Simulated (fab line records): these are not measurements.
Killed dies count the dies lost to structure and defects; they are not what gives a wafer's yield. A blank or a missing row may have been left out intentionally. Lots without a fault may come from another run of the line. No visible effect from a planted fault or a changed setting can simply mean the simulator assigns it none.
One fault through the eyes of 2 desks + flow ritCmos + every desk sees just its own numbers, and what lay behind them comes last

== FOR THE TOOL OWNER'S DESK: lpcvd-01 ==
The tool's own readings at RIT_ACTIVE_CVD_03 (deposits Si3N4 from SiH2Cl2/NH3, target thk 150 nm, time 1500 s): means of the sampled wafers that have a number, for each lot that ran on this tool. A lot is out of limits, marked OUT, if its mean lies more than 4 standard deviations from the usual mean; the brackets give that distance.
Columns: A = pressureMtorr at RIT_ACTIVE_CVD_03, usual 299.9 mTorr; B = spikeTcCentreC at RIT_ACTIVE_CVD_03, usual 813.4 C; C = spikeTcLoadC at RIT_ACTIVE_CVD_03, usual 836.7 C; D = spikeTcSourceC at RIT_ACTIVE_CVD_03, usual 833.6 C; E = susceptorTempC at RIT_ACTIVE_CVD_03, usual 810.1 C
| lot  | first seen here | A     | B               | C                | D                | E               |
|------|-----------------|-------|-----------------|------------------|------------------|-----------------|
| L511 | day 1 12:07     | 300.9 | 811.5           | 839.4            | 834.6            | 810.4           |
| L516 | day 2 14:31     | 299.5 | 813.2           | 838.4            | 830.8            | 810.1           |
| L518 | day 3 00:14     | 298.9 | 812.0           | 839.2            | 833.7            | 810.2           |
| L520 | day 3 11:08     | 299.6 | 815.1           | 838.4            | 830.5            | 810.2           |
| L523 | day 4 00:07     | 300.7 | 812.8           | 838.5            | 834.6            | 810.2           |
| L524 | day 4 07:25     | 299.9 | 813.6           | 839.6            | 834.8            | 810.3           |
| L530 | day 5 11:23     | 300.3 | 830.0 (+14) OUT | 853.4 (+6.0) OUT | 845.2 (+4.8) OUT | 824.5 (+41) OUT |
This desk's finding: out of limits on L530; first on L530, day 5 11:23 (spikeTcCentreC at RIT_ACTIVE_CVD_03). Within limits: L511, L516, L518, L520, L523, L524.

== THE METROLOGY DESK ==
What the gauges read for every lot (on any tool): the sampled wafers with a number, averaged. A lot is out of limits, marked OUT, if its mean lies more than 4 standard deviations from the usual mean; the brackets give that distance.
Columns: A = ACTIVE_NITRIDE_THK at RIT_ACTIVE_THK_MEAS_04, usual 150.2 nm
| lot  | first seen here | A               |
|------|-----------------|-----------------|
| L511 | day 1 13:32     | 149.7           |
| L512 | day 1 18:32     | 151.1           |
| L513 | day 1 23:34     | 151.1           |
| L515 | day 2 10:36     | 151.5           |
| L516 | day 2 15:56     | 149.8           |
| L518 | day 3 01:39     | 147.9           |
| L520 | day 3 12:34     | 149.4           |
| L523 | day 4 01:32     | 152.2           |
| L524 | day 4 08:50     | 151.9           |
| L530 | day 5 12:49     | 195.5 (+32) OUT |
| L531 | day 5 18:37     | 152.0           |
| L533 | day 6 04:38     | 149.8           |
| L534 | day 6 09:07     | 150.7           |
This desk finds L530 out of limits, with the earliest case on L530 at day 5 12:49 (ACTIVE_NITRIDE_THK at RIT_ACTIVE_THK_MEAS_04). Within limits: L511, L512, L513, L515, L516, L518, L520, L523, L524, L531, L533, L534.

== ALL TOGETHER ==
The tool owner's desk could have raised an alarm at day 5 11:23, on L530.
On L530, the metrology desk was in a position to raise an alarm at day 5 12:49.
The lots listed all ran RIT_ACTIVE_CVD_03 on lpcvd-01.

== WHAT THE SIMULATOR HAD INSERTED ==
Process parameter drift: lpcvd-01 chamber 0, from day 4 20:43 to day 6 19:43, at RIT_ACTIVE_CVD_03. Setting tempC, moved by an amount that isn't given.
Shown lots that were struck: L530.
Fault start to first reading out of limits, in hours, per desk: tool owner, 15; metrology, 16.
